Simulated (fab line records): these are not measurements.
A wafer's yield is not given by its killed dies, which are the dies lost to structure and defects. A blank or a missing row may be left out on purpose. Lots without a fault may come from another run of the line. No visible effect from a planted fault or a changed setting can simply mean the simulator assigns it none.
Which tool is to blame?    flow rit-cmos    7 lots, 21 wafers sampled, at 2 steps of a route of 202

WHAT EACH GAUGE READ, for each wafer
RIT_FOX1_THK_MEAS_01.
lot   measured     on             FOX1_OXIDE_THK (nm)
L485  day 2 03:52  film-metro-03  361 367 366
L487  day 2 12:58  film-metro-04  366 361 363
L490  day 3 04:11  film-metro-04  352 352 355
L492  day 3 14:01  film-metro-02  360 361 355
L494  day 4 01:01  film-metro-03  345 345 348
L499  day 5 02:46  film-metro-02  555 561 553 555 561 554
L504  day 6 03:40  film-metro-04  516 515 520 515 515 520

WHICH TOOL RAN EACH LOT (tool, then ch and the chambers of the sampled wafers, then the start)
lot   RIT_FOX1_OXIDATION_00
L485  furnace-03 ch 0, day 2 02:32
L487  furnace-03 ch 0, day 2 11:39
L490  furnace-02 ch 0, day 3 02:53
L492  furnace-03 ch 0, day 3 12:41
L494  furnace-01 ch 0, day 3 23:41
L499  furnace-03 ch 0, day 4 23:57
L504  furnace-02 ch 0, day 6 00:51
- RIT_FOX1_OXIDATION_00: target thk 350.7 nm, ox time 1130 s.

THE ANSWER, worked out from the rows above alone
Rule: the usual values come from the lots themselves. The widest of any qualifying gaps counts: lots, ordered by their means at a reading, are off when they make up no more than a third of the lots, leave a main group of 4 or more, and stand apart from it by 3 or more times the standard deviation of that group's means. The tables above print the reading to a certain number of digits; a main group whose means all agree to those digits is not used. A lot without any number at a reading at which 4 lots or more have one is off too. Where the step has rows for the other lots, those lots are counted as sound.
Off: L499, L504, at RIT_FOX1_THK_MEAS_01 (FOX1_OXIDE_THK). The main group: mean 357 nm, standard deviation 6.9.
A tool fits if, at a process step before that reading, it ran every lot that is off, and no sound lot after the first of them. The gauges at RIT_FOX1_THK_MEAS_01 are tried like those tools. Of those tried, none fits.

WHAT HAD BEEN PUT IN BY THE SIMULATOR
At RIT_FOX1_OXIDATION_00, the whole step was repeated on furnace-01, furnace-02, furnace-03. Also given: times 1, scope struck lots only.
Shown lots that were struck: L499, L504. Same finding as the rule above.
